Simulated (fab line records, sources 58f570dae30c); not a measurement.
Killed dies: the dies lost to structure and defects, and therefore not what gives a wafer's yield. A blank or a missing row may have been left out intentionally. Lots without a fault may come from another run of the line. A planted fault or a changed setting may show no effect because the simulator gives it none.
What tool caused it? | flow berkeley_cmos170 | 14 lots with 42 wafers sampled at 3 steps, on a route of 331 steps

## WHAT EACH GAUGE READ, for each wafer
UCB170_FIELD_THK_MEAS_02. Usual: FIELD_OXIDE_THK typically reads 557 nm, with standard deviation 10.
lot  | measured    | on            | FIELD_OXIDE_THK (nm) | flag
L367 | day 4 22:29 | film_metro-01 | 540 541 546          |
L369 | day 5 09:08 | film_metro-04 | 565 570 554          |
L370 | day 5 09:09 | film_metro-02 | 559 562 559          |
L372 | day 5 19:10 | film_metro-01 | 563 567 565          |
L373 | day 6 00:51 | film_metro-01 | 554 550 563          |
L375 | day 6 00:51 | film_metro-02 | 553 549 555          |
L374 | day 6 00:55 | film_metro-02 | 558 554 564          |
L378 | day 6 21:02 | film_metro-04 | 568 560 560          |
L382 | day 7 18:48 | film_metro-01 | 554 547 546          |
L386 | day 8 08:05 | film_metro-01 | 546 548 546          |
L388 | day 8 22:19 | film_metro-01 | 562 564 561          |
L387 | day 8 22:21 | film_metro-02 | 567 567 560          |
L389 | day 9 10:29 | film_metro-02 | 563 557 578          |
L390 | day 9 17:33 | film_metro-04 | 549 559 542          |

UCB170_FIELD_THK_MEAS_91. Usual: FIELD_OXIDE_LEFT_2_THK typically reads 352 nm, with standard deviation 10.
lot  | measured     | on            | FIELD_OXIDE_LEFT_2_THK (nm) | flag
L367 | day 5 23:55  | film_metro-01 | 334 335 340                 |
L369 | day 6 10:18  | film_metro-01 | 359 366 349                 |
L370 | day 6 10:02  | film_metro-01 | 354 357 353                 |
L372 | day 6 17:26  | film_metro-04 | 360 364 362                 |
L373 | day 7 02:04  | film_metro-04 | 350 344 357                 |
L375 | day 7 01:29  | film_metro-01 | 348 344 349                 |
L374 | day 7 01:47  | film_metro-04 | 352 348 357                 |
L378 | day 8 02:14  | film_metro-04 | 363 355 355                 |
L382 | day 8 23:36  | film_metro-01 | 349 342 341                 |
L386 | day 9 11:08  | film_metro-02 | 342 345 343                 |
L388 | day 10 02:26 | film_metro-04 | 360 360 357                 |
L387 | day 10 03:17 | film_metro-01 | 362 361 355                 |
L389 | day 10 10:38 | film_metro-01 | 359 353 374                 |
L390 | day 10 15:25 | film_metro-02 | 343 353 335                 |

UCB170_GATE_THK_MEAS_05. Usual: GATE_POLY_THK typically reads 215.0 nm, with standard deviation 2.1.
lot  | measured     | on            | GATE_POLY_THK (nm) | flag
L367 | day 6 11:04  | film_metro-01 | 211.9 211.5 212.5  |
L369 | day 6 20:53  | film_metro-03 | 214.7 213.4 213.8  |
L370 | day 6 20:55  | film_metro-02 | 216.0 217.9 217.5  |
L372 | day 7 04:40  | film_metro-01 | 215.1 215.1 214.5  |
L373 | day 7 10:28  | film_metro-01 | 213.4 212.5 213.5  |
L375 | day 7 10:25  | film_metro-03 | 211.9 211.5 212.2  |
L374 | day 7 10:25  | film_metro-02 | 210.5 210.1 210.4  |
L378 | day 8 10:18  | film_metro-03 | 214.0 213.3 215.9  |
L382 | day 9 11:38  | film_metro-03 | 214.2 213.3 213.9  |
L386 | day 9 20:08  | film_metro-02 | 219.1 219.3 219.9  |
L388 | day 10 12:49 | film_metro-02 | 214.9 216.3 216.4  |
L387 | day 10 12:51 | film_metro-03 | 216.2 217.7 217.3  |
L389 | day 10 23:33 | film_metro-02 | 214.0 216.1 216.8  |
L390 | day 11 03:54 | film_metro-01 | 215.9 214.9 216.4  |

## EACH LOT AND THE TOOL THAT RAN IT (in order: tool; ch and the chambers of the sampled wafers; start)
No process step before these readings appears in the record.

## AS READ BY THE TOOLS THEMSELVES (means over the sampled wafers that have a number; for cases with no such wafer, the mark the record gives instead)
The record holds no such reading with a usual standard deviation.

## THE ANSWER, worked out from the rows above alone
Rule: a lot counts as off when the mean over its wafers that have a number is more than 3 standard deviations away from the usual mean. A lot without any number at a reading at which 4 lots or more have one is off too. Any other lot the step has rows for is counted as sound. First the gauges in route order, then the tools' own readings, where a lot's mean is used as printed above. At the first step where some lot is off, the reading lying furthest off is the one used; lots without a number count as furthest.
No lot is off on any of the readings shown, so nothing can be concluded from this.

## WHAT THE SIMULATOR HAD INSERTED
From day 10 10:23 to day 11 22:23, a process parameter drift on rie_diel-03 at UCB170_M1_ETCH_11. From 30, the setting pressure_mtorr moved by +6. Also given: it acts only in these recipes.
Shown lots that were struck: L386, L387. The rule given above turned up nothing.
